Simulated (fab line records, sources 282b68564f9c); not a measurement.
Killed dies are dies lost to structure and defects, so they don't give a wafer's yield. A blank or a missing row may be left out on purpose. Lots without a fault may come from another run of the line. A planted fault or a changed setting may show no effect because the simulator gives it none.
A struck lot beside a sound one | flow rit_cmos | 18 steps out of a route of 202
Sound: wafers L571.2, L571.3, L571.6. Struck: wafers L576.1, L576.2, L576.6. The cause comes at the end.
At each step with rows: each side's tool, then ch and its chambers, then its first start. Under that, the readings that differ: sound wafers | struck wafers | difference of the means | sigmas: that difference in standard deviations of wafers without a fault.
alike: readings whose means differ by less than 2 such deviations, and words and numbers that are the same on both sides. not compared: withheld readings, readings that some wafer has no value for, bounds like >300 that may hide the same value, and numbers for which the record gives no deviation and whose values overlap.
The two part at a step that has a row with sigmas, a row that says differs or no value, or rows on one side only. Numbers that don't overlap but have no deviation are shown without sigmas and don't part them. A reading that every wafer of one side lacks parts them only if that side has two wafers or more.

first, 4 steps without rows for these wafers: RIT_NLDD_SOFTBAKE_02 (time 60 s); RIT_NLDD_EXPOSE_03 (exposes mask M7, target cd 40700 nm); RIT_NLDD_PEB_04; RIT_NLDD_DEVELOP_05 (develop time 50 s).
RIT_NLDD_OVL_MEAS_06:
  sound on overlay-01, day 3 14:12; struck on overlay-01, day 4 14:57
  alike: NLDD_OVL
then, 2 steps without rows for these wafers: RIT_NLDD_HARDBAKE_07 (time 60 s); RIT_NLDD_IMPLANT_08.
RIT_NLDD_STRIP_09: strips in O2, time 180 s.
  sound on plasma_asher-02 ch 0,1, day 3 14:32; struck on plasma_asher-03 ch 0,1, day 4 15:20
  alike: drypump_motor_current_A
  not compared: rf_hours_counter_h
RIT_NLDD_TW_MEAS_10:
  sound on film_metro-01, day 3 14:43; struck on film_metro-02, day 4 15:30
  alike: NLDD_TW
then, 3 steps without rows for these wafers: RIT_PLDD_HMDS_00 (prime time 60 s); RIT_PLDD_COAT_01 (resist thk 1000 nm); RIT_PLDD_SOFTBAKE_02 (time 60 s).
RIT_PLDD_EXPOSE_03: exposes mask M8, target cd 40900 nm.
  sound on iline_stepper-02 ch 0, day 3 15:14; struck on iline_stepper-02 ch 0, day 4 16:01
  reading                      | sound                   | struck         | difference | sigmas
  model.PLDD.overlay_x_nm (nm) | -0.4071 -0.4071 -0.4071 | -152 -152 -152 | -152       |
  alike: mask, stage_vel_mm_s
then, 2 steps without rows for these wafers: RIT_PLDD_PEB_04; RIT_PLDD_DEVELOP_05 (develop time 50 s).
RIT_PLDD_OVL_MEAS_06:
  sound on overlay-01, day 3 15:37; struck on overlay-02, day 4 16:25
  reading       | sound         | struck               | difference | sigmas
  PLDD_OVL (nm) | -0.3 0.5 -1.1 | -152.2 -151.5 -151.3 | -151.4     | -95
then, 1 step without rows for these wafers: RIT_PLDD_HARDBAKE_07 (time 60 s).
RIT_M1_PROBE_99:
  sound on prober-02, day 4 05:51; struck on prober-01, day 5 06:17
  reading                        | sound          | struck         | difference | sigmas
  killed_at_M0_to_M3             | 0 1 0          | 0 0 0          | +0         | -4
  model.etest.pldd.width_nm (nm) | 3152 3124 3147 | 3092 3096 3084 | -50        |
  alike: killed_at_contacts, killed_at_front_end, killed_dies, killed_open, killed_short

WHERE THEY PART
First at RIT_PLDD_OVL_MEAS_06; last, within this record, at RIT_M1_PROBE_99.

WHY: what the simulator had put in
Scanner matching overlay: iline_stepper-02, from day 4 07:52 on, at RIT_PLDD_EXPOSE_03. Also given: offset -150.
